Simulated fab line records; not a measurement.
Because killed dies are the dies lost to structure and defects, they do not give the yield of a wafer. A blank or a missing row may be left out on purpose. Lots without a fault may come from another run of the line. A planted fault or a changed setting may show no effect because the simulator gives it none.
fab line records | flow berkeley_cmos170
[record] lots = 14 wafers = 42 last_day = 16
route steps=331 shown CONTACT@222 M1@248 V1@254 M2@289
lots that met no fault: taken from a fault-free run of the same line
start_h: hours from the record's first day to the start of the lot's first wafer shown | wait_h: how many hours have passed since the lot's step before this one | " repeats the value in the row above | L1.1+2: a row that stands for several wafers | - no value, or no start given | * or withheld: withheld | < > ~ a bound
route shown NAME@n: NAME is a module with steps in the file, n the number in the route of the first one | usual: average and standard deviation across the fault-free wafers | same: alike in all rows | chamber/n: place in a boat | sites: the reading at each site | _std_site: standard deviation across them | _edge_site: mean of outer sites minus mean of inner sites | radius_mm: for every site, how far away it sits from the centre of the wafer | mask NAME#n: copy n | behind: the most recent tool/chamber to have shaped the wafer | hold: the reason the lot was held/the length of the hold in hours/how it ended | device: whichever transistor did not switch (one of n, p or np) | end of line: the same wafers' tests at the end of the route | where a step has no rows: the recipe by itself | killed: the dies lost at the first sort to structure and to defects; this is not the yield of the wafer | map: per-die view of a wafer (x killed, . not killed, _ where there is no die)
set.NAME: setting as actually run; set.NAME@STEP: the setting as run at that earlier step | model.NAME: the simulator's own value behind a step, which no gauge read
route steps across a sampled set of lots; one table per step, one row per wafer
services: when a tool's chamber went out of use (start_h, in hours from the record's first day, below 0 if earlier), for how many hours, and the reason
[[steps]]
[step UCB170_CONTACT_STRIP_06]
[recipe] chemistry = O2 power_w = 400 pressure_mtorr = 3500 platen_temp_c = withheld o2_flow_sccm = 400 overash_fraction = 0.5
[usual] drypump_motor_current_A = 5.8/0.54 oes_product_au = 0.735/0.0044 strip_time_to_endpoint_s = 21.98/0.051
// columns lot.wafer tool chamber start_h wait_h drypump_motor_current_A oes_product_au rf_hours_counter_h strip_time_to_endpoint_s
L139.1 plasma_asher-02 0 172.70 0.1 6.2 0.735 47 22.02
L139.2 " 1 " " 5.1 0.730 47 21.97
L139.4 " 1 " " 5.1 0.726 - 22.09
L140.1 plasma_asher-01 1 190.92 0.1 6.1 0.737 7 22.01
L140.3 " 1 " " 6.1 0.729 - 21.96
L140.6 " 0 " " 6.5 0.733 - 22.00
L144.1 plasma_asher-02 1 201.82 0.1 5.1 0.743 51 21.97
L144.3 " 0 " " 6.3 0.736 - 21.97
L144.5 " 1 " " 5.1 0.729 - 22.01
L145.1 plasma_asher-04 0 209.03 0.1 6.1 0.724 45 21.97
L145.2 " 1 " " 5.3 0.735 45 21.99
L145.5 " 0 " " 6.1 0.731 - 21.98
L151.2 plasma_asher-04 0 230.28 0.1 6.1 0.736 48 21.92
L151.3 " 1 " " 5.3 0.734 - 21.92
L151.4 " 0 " " 6.1 0.741 - 21.93
L149.1 plasma_asher-01 1 230.88 0.1 6.1 0.727 12 22.00
L149.2 " 0 " " 6.5 0.738 12 21.99
L149.6 " 0 " " 6.5 0.734 - 21.97
L152.1 plasma_asher-01 0 241.33 0.1 6.5 0.737 13 21.99
L152.2 " 1 " " 6.1 0.741 13 21.93
L152.4 " 1 " " 6.1 0.733 - 22.07
L156.1 plasma_asher-04 0 268.22 0.1 6.1 0.736 53 22.01
L156.3 " 1 " " 5.3 0.731 - 21.99
L156.5 " 1 " " 5.3 0.733 - 21.99
L157.1 plasma_asher-02 1 268.22 0.1 5.1 0.729 59 21.99
L157.2 " 0 " " 6.2 0.729 59 21.99
L157.5 " 1 " " 5.1 0.744 - 22.00
L158.1 plasma_asher-02 1 268.32 0.2 5.1 0.731 60 21.96
L158.2 " 0 " " 6.3 0.733 60 21.96
L158.6 " 1 " " 5.1 0.735 - 21.99
L159.1 plasma_asher-02 0 273.50 0.1 6.3 0.736 60 21.99
L159.3 " 1 " " 5.1 0.732 - 22.02
L159.4 " 0 " " 6.3 0.740 - 21.98
L161.3 plasma_asher-04 1 274.53 0.1 5.3 0.732 - 22.04
L161.4 " 0 " " 6.1 0.732 - 22.08
L161.6 " 1 " " 5.3 0.724 - 22.06
L160.1 plasma_asher-02 1 274.75 0.1 5.1 0.734 60 21.98
L160.3 " 1 " " 5.1 0.733 - 21.99
L160.6 " 0 " " 6.3 0.733 - 21.99
L162.1 plasma_asher-02 1 294.09 0.1 5.1 0.733 62 22.01
L162.3 " 1 " " 5.1 0.734 - 21.94
L162.5 " 0 " " 6.2 0.739 - 21.92
[step UCB170_M1_OVL_MEAS_10]
[usual] M1_OVL = -3/5.2
// columns lot.wafer tool chamber start_h wait_h M1_OVL[nm]
L139.1 overlay-02 - 177.05 0.1 -9
L139.2 " - " " -7
L139.4 " - " " -8
L140.1 overlay-01 - 195.68 0.1 -3
L140.3 " - " " -8
L140.6 " - " " 2
L144.1 overlay-01 - 206.43 0.1 3
L144.3 " - " " -7
L144.5 " - " " -1
L145.1 overlay-01 - 212.85 0.1 -7
L145.2 " - " " -7
L145.5 " - " " -6
L151.2 overlay-01 - 234.74 0.1 -2
L151.3 " - " " -1
L151.4 " - " " -1
L149.1 overlay-02 - 235.35 0.1 -7
L149.2 " - " " -3
L149.6 " - " " 5
L152.1 overlay-02 - 244.88 0.1 -3
L152.2 " - " " -4
L152.4 " - " " -8
L157.1 overlay-02 - 273.21 0.1 -2
L157.2 " - " " -3
L157.5 " - " " 4
L156.1 overlay-02 - 273.48 0.1 -2
L156.3 " - " " 2
L156.5 " - " " 0
L158.1 overlay-02 - 273.78 0.1 -6
L158.2 " - " " -6
L158.6 " - " " -2
L159.1 overlay-02 - 276.77 0.1 -2
L159.3 " - " " -5
L159.4 " - " " -9
L161.3 overlay-02 - 277.98 0.1 -18
L161.4 " - " " -3
L161.6 " - " " -7
L160.1 overlay-01 - 278.33 0.1 5
L160.3 " - " " 3
L160.6 " - " " -4
L162.1 overlay-01 - 298.71 0.1 5
L162.3 " - " " 0
L162.5 " - " " -2
[step UCB170_V1_CVD_00]
[recipe] material = SiO2 target_thk_nm = 2000 temp_c = 390 precursor = TEOS/O2 time_s = 250 rf_w = 550 pressure_mtorr = 9000
[usual] heater_power_w = 264/55 pressure_mtorr = 8998/18
// columns lot.wafer tool chamber start_h wait_h heater_power_w pressure_mtorr
L139.1 pecvd-01 2 179.53 0.0 302 9011
L139.2 " 1 " " 230 8958
L139.4 " 2 " " 238 8994
L140.1 pecvd-02 2 197.44 0.0 302 8980
L140.3 " 1 " " 234 8981
L140.6 " 1 " " 172 8975
L144.1 pecvd-01 0 208.93 0.0 254 9001
L144.3 " 2 " " 344 8976
L144.5 " 1 " " 155 9002
L145.1 pecvd-01 0 214.66 0.0 319 9030
L145.2 " 1 " " 183 9007
L145.5 " 1 " " 235 9014
L151.2 pecvd-01 0 236.50 0.0 303 9006
L151.3 " 1 " " 230 9007
L151.4 " 2 " " 334 9018
L149.1 pecvd-02 0 237.83 0.0 330 9010
L149.2 " 2 " " 319 8979
L149.6 " 2 " " 229 8997
L152.1 pecvd-02 0 247.86 0.0 255 8998
L152.2 " 1 " " 233 9014
L152.4 " 2 " " 223 9034
L156.1 pecvd-01 1 361.62 0.0 207 9022
L156.3 " 0 " " 275 9024
L156.5 " 0 " " 329 9013
L157.1 pecvd-04 2 361.62 0.0 354 8998
L157.2 " 1 " " 258 9042
L157.5 " 1 " " 325 9013
L158.1 pecvd-04 2 361.77 0.2 284 9004
L158.2 " 1 " " 269 9003
L158.6 " 2 " " 372 8973
L159.1 pecvd-01 2 361.77 0.2 329 8988
L159.3 " 0 " " 313 8999
L159.4 " 2 " " 236 8992
L160.1 pecvd-01 0 361.93 0.3 332 9012
L160.3 " 1 " " 188 9001
L160.6 " 0 " " 247 9004
L161.3 pecvd-04 0 361.93 0.3 228 8998
L161.4 " 2 " " 389 9008
L161.6 " 1 " " 242 8997
L162.1 pecvd-01 2 362.09 0.5 302 9038
L162.3 " 1 " " 200 9016
L162.5 " 2 " " 245 8998
[step UCB170_M2_METAL_ETCH_18]
[recipe] chemistry = Cl2/BCl3 target = Al stop_on = SiO2 pressure_mtorr = 12 target_depth_a = 11700 over_etch_frac = 0.3 time_s = 195 icp_w = 600 bias_w = 118.1 Cl2_flow_sccm = 90 bcl3_flow_sccm = 45
[usual] bcl3_flow_sccm = 44.98/0.14 drypump_motor_current_A = 5.3/0.36 oes_product_au = 0.852/0.011 throttle_valve_pct = 24.45/0.24
[same] over_etch_frac = 0.3
// columns lot.wafer tool chamber start_h wait_h bcl3_flow_sccm drypump_motor_current_A oes_product_au rf_hours_counter_h throttle_valve_pct
L139.1 rie_metal-02 0 185.65 - 45.29 5.6 0.838 4.2 24.61
L139.2 " 1 " " 45.15 4.9 0.844 0.7 24.72
L139.4 " 0 " " 45.02 5.6 0.833 - 24.61
L140.1 rie_metal-02 1 204.91 - 45.02 5.0 0.840 1.5 24.73
L140.3 " 1 " " 44.94 5.0 0.835 - 24.72
L140.6 " 1 " " 44.91 5.0 0.840 - 24.75
L144.1 rie_metal-03 0 214.59 - 45.02 5.4 0.865 0.4 24.28
L144.3 " 1 " " 45.04 5.5 0.857 - 24.09
L144.5 " 0 " " 44.82 5.4 0.870 - 24.26
L145.1 rie_metal-03 1 220.05 - 44.84 5.5 0.869 6.4 24.09
L145.2 " 0 " " 45.08 5.4 0.869 0.6 24.26
L145.5 " 1 " " 44.71 5.5 0.858 - 24.09
L151.2 rie_metal-02 1 241.14 - 45.19 5.0 0.846 - 24.73
L151.3 " 1 " " 44.92 5.0 0.846 - 24.74
L151.4 " 1 " " 45.06 5.0 0.846 - 24.72
L149.1 rie_metal-03 0 242.43 - 44.81 5.4 0.871 1.2 24.28
L149.2 " 1 " " 44.98 5.5 0.862 7.0 24.09
L149.6 " 0 " " 44.74 5.4 0.862 - 24.27
L152.1 rie_metal-04 0 254.88 - 44.89 5.6 0.857 8.0 24.22
L152.2 " 1 " " 45.19 4.7 0.857 7.4 24.63
L152.4 " 0 " " 44.92 5.6 0.858 - 24.21
L157.1 rie_metal-03 1 371.22 - 44.96 5.5 0.859 7.8 24.07
L157.2 " 0 " " 44.74 5.4 0.871 2.1 24.29
L157.5 " 1 " " 45.16 5.5 0.865 - 24.07
L156.1 rie_metal-02 1 372.65 - 45.05 5.0 0.845 5.2 24.74
L156.3 " 1 " " 44.87 5.0 0.832 - 24.73
L156.5 " 1 " " 45.07 5.0 0.848 - 24.73
L161.3 rie_metal-04 0 372.98 - 44.90 5.6 0.854 - 24.21
L161.4 " 1 " " 45.14 4.7 0.853 - 24.66
L161.6 " 0 " " 44.94 5.6 0.847 - 24.21
L159.1 rie_metal-02 1 373.57 - 45.08 5.0 0.844 5.4 24.72
L159.3 " 1 " " 45.01 5.0 0.854 - 24.72
L159.4 " 0 " " 44.61 5.6 0.843 - 24.60
L160.1 rie_metal-03 0 375.45 - 45.03 5.4 0.864 2.3 24.27
L160.3 " 1 " " 44.84 5.5 0.853 - 24.09
L160.6 " 0 " " 45.09 5.4 0.871 - 24.28
L158.1 rie_metal-04 1 375.65 - 45.02 4.7 0.865 8.5 24.66
L158.2 " 0 " " 44.91 5.6 0.864 10.0 24.20
L158.6 " 0 " " 45.07 5.6 0.851 - 24.22
L162.1 rie_metal-02 0 376.17 - 45.06 5.6 0.835 8.7 24.61
L162.3 " 0 " " 45.07 5.6 0.837 - 24.60
L162.5 " 1 " " 44.85 4.9 0.839 - 24.73
[step UCB170_M2_STRIP_19]
[recipe] chemistry = O2 power_w = 400 pressure_mtorr = 3500 platen_temp_c = withheld o2_flow_sccm = 400 overash_fraction = 0.5
[usual] drypump_motor_current_A = 5.7/0.41 oes_product_au = 0.546/0.0085
// columns lot.wafer tool chamber start_h wait_h drypump_motor_current_A oes_product_au rf_hours_counter_h
L139.1 plasma_asher-04 1 185.84 0.1 5.3 0.551 42
L139.2 " 0 " " 6.1 0.532 42
L139.4 " 0 " " 6.1 0.545 -
L140.1 plasma_asher-03 0 205.10 0.1 5.7 0.551 42
L140.3 " 1 " " 5.5 0.538 -
L140.6 " 1 " " 5.5 0.547 -
L144.1 plasma_asher-04 0 214.78 0.1 6.1 0.554 46
L144.3 " 1 " " 5.3 0.550 -
L144.5 " 1 " " 5.3 0.554 -
L145.1 plasma_asher-04 1 220.24 0.1 5.3 0.542 46
L145.2 " 0 " " 6.1 0.315 46
L145.5 " 1 " " 5.3 0.539 -
L151.2 plasma_asher-03 1 241.46 0.2 5.5 0.543 47
L151.3 " 0 " " 5.7 0.537 -
L151.4 " 1 " " 5.5 0.537 -
L149.1 plasma_asher-04 0 242.62 0.1 6.1 0.312 49
L149.2 " 1 " " 5.3 0.542 49
L149.6 " 0 " " 6.1 0.325 -
L152.1 plasma_asher-02 0 255.07 0.1 6.3 0.546 57
L152.2 " 1 " " 5.1 0.569 57
L152.4 " 1 " " 5.1 0.541 -
L157.1 plasma_asher-03 1 371.41 0.1 5.5 0.543 60
L157.2 " 0 " " 5.7 0.542 60
L157.5 " 1 " " 5.5 0.536 -
L156.1 plasma_asher-02 0 372.83 0.1 6.3 0.525 70
L156.3 " 1 " " 5.1 0.536 -
L156.5 " 0 " " 6.3 0.539 -
L161.3 plasma_asher-04 0 373.14 0.1 6.1 0.541 -
L161.4 " 1 " " 5.3 0.566 -
L161.6 " 1 " " 5.3 0.554 -
L159.1 plasma_asher-04 0 373.76 0.1 6.1 0.532 63
L159.3 " 1 " " 5.3 0.547 -
L159.4 " 0 " " 6.1 0.546 -
L160.1 plasma_asher-03 0 375.63 0.1 5.7 0.535 60
L160.3 " 0 " " 5.7 0.532 -
L160.6 " 1 " " 5.5 0.541 -
L158.1 plasma_asher-04 1 375.84 0.1 5.3 0.547 63
L158.2 " 0 " " 6.1 0.536 63
L158.6 " 0 " " 6.1 0.543 -
L162.1 plasma_asher-04 0 376.36 0.1 6.1 0.545 63
L162.3 " 1 " " 5.3 0.533 -
L162.5 " 0 " " 6.1 0.543 -
[step UCB170_M2_CD_MEAS_90]
[recipe] target_cd_nm = 700
[usual] cd_nm = 699.8/2.1
// columns lot.wafer tool chamber start_h wait_h cd_nm
L139.1 cd_sem-01 - 185.94 0.1 699.1
L139.2 " - " " 698.4
L139.4 " - " " 700.8
L140.1 cd_sem-01 - 205.20 0.1 701.2
L140.3 " - " " 698.4
L140.6 " - " " 699.5
L144.1 cd_sem-01 - 214.88 0.1 701.7
L144.3 " - " " 703.0
L144.5 " - " " 697.4
L145.1 cd_sem-02 - 220.34 0.1 701.1
L145.2 " - " " 683.7
L145.5 " - " " 699.5
L151.2 cd_sem-01 - 241.58 0.1 698.9
L151.3 " - " " 698.0
L151.4 " - " " 700.3
L149.1 cd_sem-01 - 242.72 0.1 685.5
L149.2 " - " " 701.9
L149.6 " - " " 685.5
L152.1 cd_sem-02 - 255.17 0.1 698.0
L152.2 " - " " 697.4
L152.4 " - " " 696.0
L157.1 cd_sem-02 - 371.62 0.2 699.8
L157.2 " - " " 699.5
L157.5 " - " " 703.5
L156.1 cd_sem-02 - 372.96 0.1 697.6
L156.3 " - " " 699.6
L156.5 " - " " 698.9
L161.3 cd_sem-02 - 373.25 0.1 701.3
L161.4 " - " " 702.4
L161.6 " - " " 701.4
L159.1 cd_sem-01 - 373.86 0.1 701.6
L159.3 " - " " 705.2
L159.4 " - " " 707.7
L160.1 cd_sem-02 - 375.73 0.1 699.9
L160.3 " - " " 702.0
L160.6 " - " " 700.5
L158.1 cd_sem-01 - 375.93 0.1 698.9
L158.2 " - " " 698.5
L158.6 " - " " 697.3
L162.1 cd_sem-01 - 376.46 0.1 702.0
L162.3 " - " " 702.2
L162.5 " - " " 696.9
[[services]]
// columns tool chamber start_h hours kind
pecvd-01 0 149.50 - clean
pecvd-01 1 149.50 - clean
pecvd-01 2 149.50 - clean
rie_metal-03 - 176.91 2.9 repair
rie_metal-03 0 182.20 - clean
rie_metal-03 0 182.20 14.4 scheduled_down
rie_metal-03 0 182.20 14.4 vent_cycle
pecvd-04 - 207.37 14.9 repair
plasma_asher-02 - 229.99 3.3 repair
pecvd-04 - 231.76 14.6 pm
pecvd-02 - 232.65 2.8 pm
rie_metal-02 0 240.20 1.0 repair
plasma_asher-01 - 241.71 39.7 repair
rie_metal-03 0 269.60 8.9 repair
plasma_asher-04 - 275.88 3.5 repair
pecvd-02 2 276.63 - calibration
plasma_asher-01 - 277.50 1.1 repair
pecvd-01 0 283.99 20.0 repair
rie_metal-04 1 297.63 26.6 repair
rie_metal-04 0 301.82 2.6 repair
pecvd-02 - 349.50 14.0 pm
pecvd-02 0 349.50 14.0 vent_cycle
plasma_asher-03 - 365.42 1.2 repair
rie_metal-03 - 371.52 2.8 pm
[[key]]
[first_sign] step = UCB170_M2_STRIP_19 reading = oes_product_au direction = down sigmas = 27 usual = 0.546 struck = 0.317
[effect] step = UCB170_M2_CD_MEAS_90 reading = cd_nm direction = down sigmas = 6.9 usual = 699.8 struck = 684.9
met_at UCB170_M2_METAL_ETCH_18
struck_lots L145,L149
struck_wafers L145.2,L149.1,L149.6
not_acting_at UCB170_CONTACT_STRIP_06,UCB170_M1_OVL_MEAS_10,UCB170_V1_CVD_00
onset_between 214.59 220.05
[fault] kind = process_parameter_drift tool = rie_metal-03 chamber = 0 onset_h = 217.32 steps = UCB170_M2_METAL_ETCH_18 channel = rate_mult offset = 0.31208 shape = step end_h = 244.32
